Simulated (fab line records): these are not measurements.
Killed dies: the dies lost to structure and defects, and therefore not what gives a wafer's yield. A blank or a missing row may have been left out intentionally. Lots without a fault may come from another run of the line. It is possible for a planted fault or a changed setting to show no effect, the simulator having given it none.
Code-filled problem report in 8D (eight disciplines) form    flow berkeley cmos170    the parts of the form that need people (team, actions taken, sign-off) are left out

== 1. THE PROBLEM ==
Across 9 wafers from 3 lots, FIELD_OXIDE_THK at UCB170_FIELD_THK_MEAS_02 averages 663 nm, while fault-free wafers read 556 nm with a standard deviation of 11. That is +9.8 standard deviations from the usual mean.
First observed at day 7 01:25: wafer L850.3, on film metro-03. The record has a number at this step for 33 wafers belonging to 11 lots. The rule behind "out" and "out of limits": a value lying over 4 standard deviations away from the usual mean. Any other wafer with a number is counted as sound.

== 2. WHAT IT IS AND WHAT IT IS NOT ==
question                     is                            is not
which readings at this step  FIELD_OXIDE_THK               -
which lots                   L850, L854, L855              L840, L841, L842, L843, L844, L845, L846, L849
which wafers of those lots   all that have a number        -
read on which gauges         film metro-02, film metro-03  film metro-04
when                         from day 7 01:25              up to then (24 sound wafers)

== 3. THE SUSPECTS, EACH WITH WHAT RULES IT OUT ==
Counting: any tool at a process step up to the reading is kept as a suspect provided that every lot that is out went through it and no sound lot did after the first of them.
- the gauge at UCB170_FIELD_THK_MEAS_02: ruled out. The wafers that are out were read on 2 gauges (film metro-02, film metro-03).
- furnace-04 at UCB170_FIELD_OXIDATION_01 (target thk 558.3 nm, ox time 7200 s): kept. It ran every lot that is out, first L850 (day 6 22:24), and no sound lot after that; its last sound lot up to then is L849 (day 6 09:47). Its own spike tc centre C, spike tc load C, spike tc source C, tube center temp C, tube_center_temp_C_max, zone power source pct readings are out on those wafers.
Left after counting: furnace-04 at UCB170_FIELD_OXIDATION_01.

== 4. THE CAUSE (what the simulator had put in) ==
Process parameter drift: furnace-04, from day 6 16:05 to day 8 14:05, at UCB170_FIELD_OXIDATION_01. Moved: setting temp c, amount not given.
This tool alone remained once counting was done.

== 5. THE CHAIN OF EFFECTS, in route order ==
Rows list readings where the struck wafers' mean (over those with a number) sits beyond 3 standard deviations from the usual. Only readings whose record carries a usual standard deviation are examined. hours: median over the lots of the time between each lot's start at the first step of this table that gives one and its start at this step. sigmas: the change, counted in usual standard deviations.
hours  step                       reading                 usual     on struck wafers  change  sigmas
0      UCB170_FIELD_OXIDATION_01  spike tc centre C       1003.3 C  1035.5            +32.2   +23
0      UCB170_FIELD_OXIDATION_01  spike tc load C         1029.8 C  1063.4            +33.6   +12
0      UCB170_FIELD_OXIDATION_01  spike tc source C       1025.8 C  1058.6            +32.8   +23
0      UCB170_FIELD_OXIDATION_01  tube center temp C      1000 C    1032              +32     +99 or more
0      UCB170_FIELD_OXIDATION_01  tube_center_temp_C_max  1002.6    1034.5            +31.9   +72
0      UCB170_FIELD_OXIDATION_01  zone power load pct     33.3 %    36.5              +3.2    +3.9
0      UCB170_FIELD_OXIDATION_01  zone power source pct   34.3 %    37.2              +2.9    +7.0
3      UCB170_FIELD_THK_MEAS_02   FIELD_OXIDE_THK         556 nm    663               +107    +9.8
11     UCB170_FIELD_THK_MEAS_90   FIELD_OXIDE_LEFT_1_THK  439 nm    546               +107    +9.7
38     UCB170_FIELD_THK_MEAS_91   FIELD_OXIDE_LEFT_2_THK  351 nm    458               +107    +9.7
Process steps it contains:
- UCB170_FIELD_OXIDATION_01: target thk 558.3 nm, ox time 7200 s.
Later measuring or inspecting steps at which every struck wafer that the step has a row for has a number for every such reading, and none has moved that far: UCB170_NSD_TW_MEAS_10, UCB170_M1_OVL_MEAS_10, UCB170_V2_OVL_MEAS_13.

== 6. WHAT WOULD HAVE CAUGHT IT SOONER ==
Counted from the fault's start at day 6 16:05, it took 9 hours until the first out-of-limits reading at a measuring or inspecting step in this record, taken at day 7 01:25.
Tool's own readings at UCB170_FIELD_OXIDATION_01, spike tc centre C, spike tc load C, spike tc source C, tube center temp C, tube_center_temp_C_max, zone power source pct: out on all struck wafers the step has rows for; an alarm limit on them would have tripped on the first.
Lots out: 3; of these, L854, L855 started UCB170_FIELD_OXIDATION_01 on furnace-04 after day 7 01:25. A hold on the tool at that time would have spared those 2.
